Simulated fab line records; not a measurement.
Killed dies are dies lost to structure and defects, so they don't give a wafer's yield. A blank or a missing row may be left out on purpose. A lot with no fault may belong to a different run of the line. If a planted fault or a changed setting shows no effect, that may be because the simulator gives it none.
A struck lot beside a sound one	flow ritCmos	15 steps out of a route of 202
Sound: these wafers, L387.2, L387.4, L387.5. Struck: wafers L401.2, L401.5 (left out: L401.1, a lot-mate that was not struck); the cause follows at the end.
For every step that has rows: the tool of each side, followed by ch and its chambers, followed by its first start. Under that, the readings that differ: sound wafers	struck wafers	difference of the means	sigmas: that difference in standard deviations of wafers without a fault.
alike: readings whose means differ by less than 2 such deviations, and words and numbers that are the same on both sides. not compared: withheld readings, readings that some wafer has no value for, bounds like >300 that may hide the same value, and numbers for which the record gives no deviation and whose values overlap.
A row with sigmas, a row that says differs or no value, or rows on one side alone: a step with any of these is where the two part. Numbers that have no deviation but don't overlap get no sigmas and don't part them. A reading missing from all wafers of one side parts the sides only when that side holds two or more wafers.

RIT_GATE_THK_MEAS_07:
  sound on filmMetro-04 at day 3 09:17; struck on filmMetro-03 at day 6 04:08
  alike: GATE_OXIDE_THK
then, 1 step without rows for these wafers: RIT_GATE_CVD_08 (deposits poly-Si from SiH4, target thk 250 nm, time 2220 s).
RIT_GATE_THK_MEAS_09:
  sound on filmMetro-01 at day 3 10:58; struck on filmMetro-04 at day 6 05:48
  alike: GATE_POLY_THK
then, 6 steps without rows for these wafers: RIT_GATE_HMDS_10 (prime time 60 s); RIT_GATE_COAT_11 (resist thk 850 nm); RIT_GATE_SOFTBAKE_12 (time 60 s); RIT_GATE_EXPOSE_13 (exposes mask M6, target cd 150 nm); RIT_GATE_PEB_14; RIT_GATE_DEVELOP_15 (develop time 50 s).
RIT_GATE_CD_MEAS_16: the cd target is 150 nm.
  sound on cdSem-02 at day 3 12:04; struck on cdSem-01 at day 6 06:43
  alike: cdNm
RIT_GATE_OVL_MEAS_17:
  sound on overlay-01 at day 3 12:10; struck on overlay-02 at day 6 06:50
  alike: GATE_OVL
then, 1 step without rows for these wafers: RIT_GATE_HARDBAKE_18 (time 60 s).
RIT_GATE_ETCH_19: etches poly-Si in SF6/CHF3/O2, stops on SiO2, time 165 s, target depth 312.5 nm.
  sound on rieSi-01 ch 1,3, day 3 12:20; struck on rieSi-01 ch 2, day 6 07:01
reading	sound	struck	difference	sigmas
overEtchFrac	0.25 0.25 0.25	0.31888 0.31888	+0.06888	
  alike: CHF3_flow_sccm, drypumpMotorCurrentA, oesProductAu, throttleValvePct
  not compared: rfHoursCounterH, model.NOVOLAK_of_GATE_COAT_11.thkNm
RIT_GATE_STRIP_20: strips in O2, time 180 s.
  sound on plasmaAsher-03 ch 0,1, day 3 12:27; struck on plasmaAsher-01 ch 1, day 6 07:08
  alike: drypumpMotorCurrentA
  not compared: rfHoursCounterH
RIT_M1_PROBE_99:
  sound on prober-02 at day 4 09:40; struck on prober-02 at day 7 04:21
  alike: killed_at_M0_to_M3, killedAtFrontEnd, killedDies, killedOpen, killedShort

## WHERE THEY PART
Nowhere in this record.

WHY: what the simulator had put in
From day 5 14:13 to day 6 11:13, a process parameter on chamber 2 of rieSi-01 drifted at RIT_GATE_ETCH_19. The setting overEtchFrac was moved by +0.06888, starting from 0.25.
